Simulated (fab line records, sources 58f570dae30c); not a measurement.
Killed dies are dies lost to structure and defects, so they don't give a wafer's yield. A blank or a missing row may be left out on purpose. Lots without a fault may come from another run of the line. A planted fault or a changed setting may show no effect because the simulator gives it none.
Problem report in the 8D (eight disciplines) form, filled by code | flow berkeley_cmos170 | the parts of the form that need people (team, actions taken, sign-off) are left out

1. THE PROBLEM
GATE_POLY_THK at UCB170_GATE_THK_MEAS_05 reads a mean of 179.9 nm on 3 wafers of 1 lot; wafers without a fault read 213.4 nm with a standard deviation of 2.1. That is -16 standard deviations from the usual mean.
First seen on wafer L940.1, day 8 12:49, on film_metro-02. The record holds 39 wafers of 13 lots with a number at this step. Rule for "out", or "out of limits": more than 4 standard deviations from the usual mean. The other wafers with a number count as sound.

2. WHAT IT IS AND WHAT IT IS NOT
question                    | is                     | is not
which readings at this step | GATE_POLY_THK          | -
which lots                  | L940                   | L936, L937, L945, L946, L947, L949, L950, L953, L954, L955, L957, L958
which wafers of those lots  | all that have a number | -
read on which gauges        | film_metro-02          | film_metro-01, film_metro-03
when                        | from day 8 12:49       | up to then (6 sound wafers); but 30 sound wafers of L945, L946, L947, L949, L950, L953, L954, L955, L957, L958 came after

3. SUSPECTS, AND WHAT RULES EACH OUT
Counting: a tool at a process step up to the reading stays a suspect if it ran every lot that is out and no sound lot after the first of them.
- the gauge at UCB170_GATE_THK_MEAS_05: kept. All the wafers that are out were read on film_metro-02, and no step on other tools shows them out.
- plasma_asher-03 at UCB170_ACTIVE_STRIP_16 (strips in O2): ruled out as a lasting fault. Sound lots L946, L955 ran on it after its first lot that is out, L940 (day 6 00:58).
- lpcvd-01 at UCB170_GATE_CVD_04 (deposits poly-Si from SiH4, time 1440 s, target thk 214 nm): ruled out as a lasting fault. Sound lots L949, L950, L953, L954, L955, L957, L958 ran on it after its first lot that is out, L940 (day 8 11:25).
Left after counting: film_metro-02 at UCB170_GATE_THK_MEAS_05.

4. THE CAUSE (what the simulator had put in)
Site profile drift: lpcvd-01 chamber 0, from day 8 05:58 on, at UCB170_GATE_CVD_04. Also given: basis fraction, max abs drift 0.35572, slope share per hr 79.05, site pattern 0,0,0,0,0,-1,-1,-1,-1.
Counting ruled it out, wrongly: the rule takes a fault to strike every lot that its tool runs from its start on, and this one did not.

5. THE CHAIN OF EFFECTS, in route order
Each row: a reading whose mean over the struck wafers that have a number lies more than 3 standard deviations from the usual. Only readings for which the record gives a usual standard deviation are gone through. hours: the time from each lot's start at the first step in this table that gives one to its start at this step, as a median over the lots. sigmas: the change in usual standard deviations.
hours | step                    | reading        | usual      | on struck wafers | change | sigmas
0     | UCB170_GATE_THK_MEAS_05 | GATE_POLY_THK  | 213.4 nm   | 179.9            | -33.5  | -16
1     | UCB170_GATE_ETCH_15     | oes_product_au | 0.826 a.u. | 0.752            | -0.074 | -4.6
The process steps in it:
- UCB170_GATE_ETCH_15: etches poly-Si in HBr/Cl2, stops on SiO2, time 56.3 s, target depth 278.2 nm.
Later measuring or inspecting steps at which every struck wafer that the step has a row for has a number for every such reading, and none has moved that far: UCB170_PLDD_TW_MEAS_11.

6. WHAT WOULD HAVE CAUGHT IT SOONER
In this record the first reading out of limits at a measuring or inspecting step was taken at day 8 12:49, 7 hours after the fault began at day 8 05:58.
Of the tool readings at UCB170_GATE_CVD_04 for which the record gives a usual standard deviation, none was out on any struck wafer, so an alarm limit of 4 standard deviations on them would not have fired.
